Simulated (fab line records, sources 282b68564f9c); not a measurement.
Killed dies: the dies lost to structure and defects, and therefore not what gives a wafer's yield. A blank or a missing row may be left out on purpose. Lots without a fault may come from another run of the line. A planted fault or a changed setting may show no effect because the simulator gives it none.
A struck lot beside a sound one | flow ritCmos | 18 steps out of a route of 202
Sound: the wafers L316.1, L316.2, L316.5. Wafers struck: L322.1, L322.2, L322.6. The cause comes at the end.
At each step with rows: each side's tool, then ch and its chambers, then its first start. Under that, the readings that differ: sound wafers | struck wafers | difference of the means | sigmas: that difference in standard deviations of wafers without a fault.
alike: words and numbers the same on both sides, and readings whose means are apart by under 2 such deviations; not compared: readings that were withheld, readings missing a value for some wafer, numbers with overlapping values and no deviation given by the record, and bounds like >300 which may hide the same value.
A row with sigmas, a row that says differs or no value, or rows on one side alone: a step with any of these is where the two part. Non-overlapping numbers with no deviation appear without sigmas and do not part them. Lack of a reading on every wafer of one side parts them only where that side has two or more wafers.

first, 2 steps without rows for these wafers: RIT_PLDD_HARDBAKE_07 (time 60 s); RIT_PLDD_IMPLANT_08.
RIT_PLDD_STRIP_09: strips in O2, time 180 s.
  sound on plasmaAsher-04 ch 0,1, day 4 08:17; struck on plasmaAsher-04 ch 0,1, day 5 15:50
  alike: drypumpMotorCurrentA
  not compared: rfHoursCounterH
RIT_PLDD_TW_MEAS_10:
  sound: filmMetro-02 at day 4 08:27; struck: filmMetro-02 at day 5 16:01
  alike: PLDD_TW
then, 4 steps without rows for these wafers: RIT_SPACER_CLEAN_00 (cleans in SC1, time 600 s); RIT_SPACER_CLEAN_01 (cleans in dHF, time 30 s); RIT_SPACER_CLEAN_02 (cleans in SC2, time 600 s); RIT_SPACER_CVD_03 (deposits Si3N4 from SiH2Cl2/NH3, target thk 250 nm, time 3300 s).
RIT_SPACER_THK_MEAS_04:
  sound: filmMetro-02 at day 4 10:48; struck: filmMetro-01 at day 5 18:35
  alike: SPACER_NITRIDE_THK
RIT_SPACER_ETCHBACK_05: etches Si3N4 in SF6/CHF3, stops on SiO2, target depth 250 nm, time 240 s.
  sound on rieDiel-03 ch 0,1,3, day 4 10:52; struck on rieDiel-02 ch 0,2, day 5 18:39
reading              | sound             | struck            | difference | sigmas
throttleValvePct (%) | 10.15 10.03 10.08 | 10.31 10.59 10.58 | +0.41      | +3
  alike: drypumpMotorCurrentA, oesProductAu
  not compared: rfHoursCounterH
then, 2 steps without rows for these wafers: RIT_NSD_HMDS_00 (prime time 60 s); RIT_NSD_COAT_01 (resist thk 1000 nm).
RIT_NSD_SOFTBAKE_02: time 60 s.
  sound on lithoTrack-02 ch 0, day 4 11:19; struck on lithoTrack-01 ch 0, day 5 19:06
reading               | sound             | struck            | difference | sigmas
heaterPowerTotalW (W) | 34.59 34.46 34.55 | 33.63 33.64 33.45 | -0.96      | -20
plateTempC (C)        | 90.23 90.13 90.24 | 88.11 88.06 88.02 | -2.14      | -16
  alike: exhaustPa
then, 2 steps without rows for these wafers: RIT_NSD_EXPOSE_03 (exposes mask M9, target cd 40700 nm); RIT_NSD_PEB_04.
RIT_NSD_DEVELOP_05: develop time 50 s.
  sound: lithoTrack-02 ch 0; struck: lithoTrack-01 ch 0
reading                                 | sound          | struck         | difference | sigmas
model.NOVOLAK_of_NSD_COAT_01.thkNm (nm) | 1003 1002 1003 | 1008 1009 1010 | +6         | 
  alike: exhaustPa
RIT_NSD_OVL_MEAS_06:
  sound: overlay-02 at day 4 12:01; struck: overlay-01 at day 5 19:39
  alike: NSD_OVL
RIT_M1_PROBE_99:
  sound wafers here have rows in the record (prober-01, day 4 22:02); struck ones have none

## WHERE THEY PART
Last at RIT_M1_PROBE_99 as far as this record goes, first at RIT_SPACER_ETCHBACK_05.

WHY: the cause the simulator had injected
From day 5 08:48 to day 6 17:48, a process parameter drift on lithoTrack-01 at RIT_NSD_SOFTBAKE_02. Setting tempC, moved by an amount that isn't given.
